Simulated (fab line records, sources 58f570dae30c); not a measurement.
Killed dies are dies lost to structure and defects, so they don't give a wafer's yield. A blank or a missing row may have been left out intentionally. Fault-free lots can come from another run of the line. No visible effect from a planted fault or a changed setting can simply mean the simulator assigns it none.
Lot-split experiment :: flow berkeley-cmos170 :: 5 lots, 23 wafers read, on a route of 331 steps

THE SPLIT
At UCB170_NWELL_IMPLANT_14, the setting dose-cm2 was moved away from the recipe's 1e+13 on 6 of the 23 wafers read, by -6.5% to +4.9%. For the rest of the wafers, this setting stayed at what the recipe calls for.

FROM SPLIT TO READING: 1 step shown by the file between the two
- UCB170_NWELL_STRIP_15: strips in O2

THE READING
NWELL_TW, at UCB170_NWELL_TW_MEAS_16. Typical for fault-free wafers on this fab line: 1246, with standard deviation 11.

wafer: L074.1
tool, chamber at the split: implanter-03, 0
dose-cm2 as run: 1e+13
against the recipe: recipe
NWELL_TW: 1240
against lot-mates on the recipe: -

wafer: L074.2
tool, chamber at the split: implanter-03, 0
dose-cm2 as run: 1e+13
against the recipe: recipe
NWELL_TW: 1239
against lot-mates on the recipe: -

wafer: L074.4
tool, chamber at the split: implanter-03, 0
dose-cm2 as run: 1e+13
against the recipe: recipe
NWELL_TW: 1237
against lot-mates on the recipe: -

wafer: L074.5
tool, chamber at the split: implanter-03, 0
dose-cm2 as run: 1e+13
against the recipe: recipe
NWELL_TW: 1242
against lot-mates on the recipe: -

wafer: L074.6
tool, chamber at the split: implanter-03, 0
dose-cm2 as run: 1e+13
against the recipe: recipe
NWELL_TW: 1246
against lot-mates on the recipe: -

wafer: L075.1
tool, chamber at the split: implanter-04, 0
dose-cm2 as run: 1e+13
against the recipe: recipe
NWELL_TW: 1242
against lot-mates on the recipe: -

wafer: L075.2
tool, chamber at the split: implanter-04, 0
dose-cm2 as run: 1e+13
against the recipe: recipe
NWELL_TW: 1242
against lot-mates on the recipe: -

wafer: L075.3
tool, chamber at the split: implanter-04, 0
dose-cm2 as run: 1e+13
against the recipe: recipe
NWELL_TW: 1242
against lot-mates on the recipe: -

wafer: L075.5
tool, chamber at the split: implanter-04, 0
dose-cm2 as run: 1e+13
against the recipe: recipe
NWELL_TW: 1246
against lot-mates on the recipe: -

wafer: L075.6
tool, chamber at the split: implanter-04, 0
dose-cm2 as run: 1e+13
against the recipe: recipe
NWELL_TW: 1240
against lot-mates on the recipe: -

wafer: L076.1
tool, chamber at the split: implanter-03, 0
dose-cm2 as run: 9.351e+12
against the recipe: -6.5%
NWELL_TW: 1216
against lot-mates on the recipe: -26

wafer: L076.2
tool, chamber at the split: implanter-03, 0
dose-cm2 as run: 1e+13
against the recipe: recipe
NWELL_TW: 1249
against lot-mates on the recipe: -

wafer: L076.3
tool, chamber at the split: implanter-03, 0
dose-cm2 as run: 9.351e+12
against the recipe: -6.5%
NWELL_TW: 1214
against lot-mates on the recipe: -28

wafer: L076.4
tool, chamber at the split: implanter-03, 0
dose-cm2 as run: 1e+13
against the recipe: recipe
NWELL_TW: 1235
against lot-mates on the recipe: -

wafer: L076.5
tool, chamber at the split: implanter-03, 0
dose-cm2 as run: 9.351e+12
against the recipe: -6.5%
NWELL_TW: 1219
against lot-mates on the recipe: -23

wafer: L078.1
tool, chamber at the split: implanter-02, 0
dose-cm2 as run: 1.049e+13
against the recipe: +4.9%
NWELL_TW: 1257
against lot-mates on the recipe: +19

wafer: L078.2
tool, chamber at the split: implanter-02, 0
dose-cm2 as run: 1e+13
against the recipe: recipe
NWELL_TW: 1235
against lot-mates on the recipe: -

wafer: L078.4
tool, chamber at the split: implanter-02, 0
dose-cm2 as run: 1.049e+13
against the recipe: +4.9%
NWELL_TW: 1262
against lot-mates on the recipe: +24

wafer: L078.5
tool, chamber at the split: implanter-02, 0
dose-cm2 as run: 1e+13
against the recipe: recipe
NWELL_TW: 1241
against lot-mates on the recipe: -

wafer: L078.6
tool, chamber at the split: implanter-02, 0
dose-cm2 as run: 1.049e+13
against the recipe: +4.9%
NWELL_TW: 1261
against lot-mates on the recipe: +23

wafer: L080.4
tool, chamber at the split: implanter-04, 0
dose-cm2 as run: 1e+13
against the recipe: recipe
NWELL_TW: 1263
against lot-mates on the recipe: -

wafer: L080.5
tool, chamber at the split: implanter-04, 0
dose-cm2 as run: 1e+13
against the recipe: recipe
NWELL_TW: 1267
against lot-mates on the recipe: -

wafer: L080.6
tool, chamber at the split: implanter-04, 0
dose-cm2 as run: 1e+13
against the recipe: recipe
NWELL_TW: 1269
against lot-mates on the recipe: -

THE FIT
A straight line over all 23 wafers: NWELL_TW changes by +3.91 for each +1% of dose-cm2; r = +0.78; the points scatter about the line by 9.5.
The same after taking each lot's own level away (the mean of its wafers on the recipe; 23 wafers): +4.16 for each +1%; r = +0.97; scatter 3.4.
According to that fit, moving dose-cm2 by its largest amount changes the reading by 27.
From 1238.0 to 1266.3: that is the span of the lots' own levels, equal to 2.6 times the standard deviation above.
So the lot-to-lot level blurs the effect unless lot-mates are compared.
Check: with one of the wafers moved furthest among these (-6.5%) left out of the fit, the line predicts -26.8 for it against its lot-mates. Against them it came out at -26.

THESE WAFERS: OTHER SPLITS
Note: prior to the reading, these wafers also went through further splits. Each is held against what the fit with the lots' levels taken away leaves over:
other split on the same wafers: UCB170_START_OXIDATION_02 ox-time-s
wafers away from the commonest value: 18
r with NWELL_TW (lot level and that fit taken away): +0.12

other split on the same wafers: UCB170_ZERO_COAT_01 resist-thk-nm
wafers away from the commonest value: 9
r with NWELL_TW (lot level and that fit taken away): +0.08

other split on the same wafers: UCB170_NWELL_COAT_07 resist-thk-nm
wafers away from the commonest value: 8
r with NWELL_TW (lot level and that fit taken away): +0.05

THE FILE'S OWN FIT
NWELL_TW changes by +4.13 for each +1% of dose-cm2, r = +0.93.
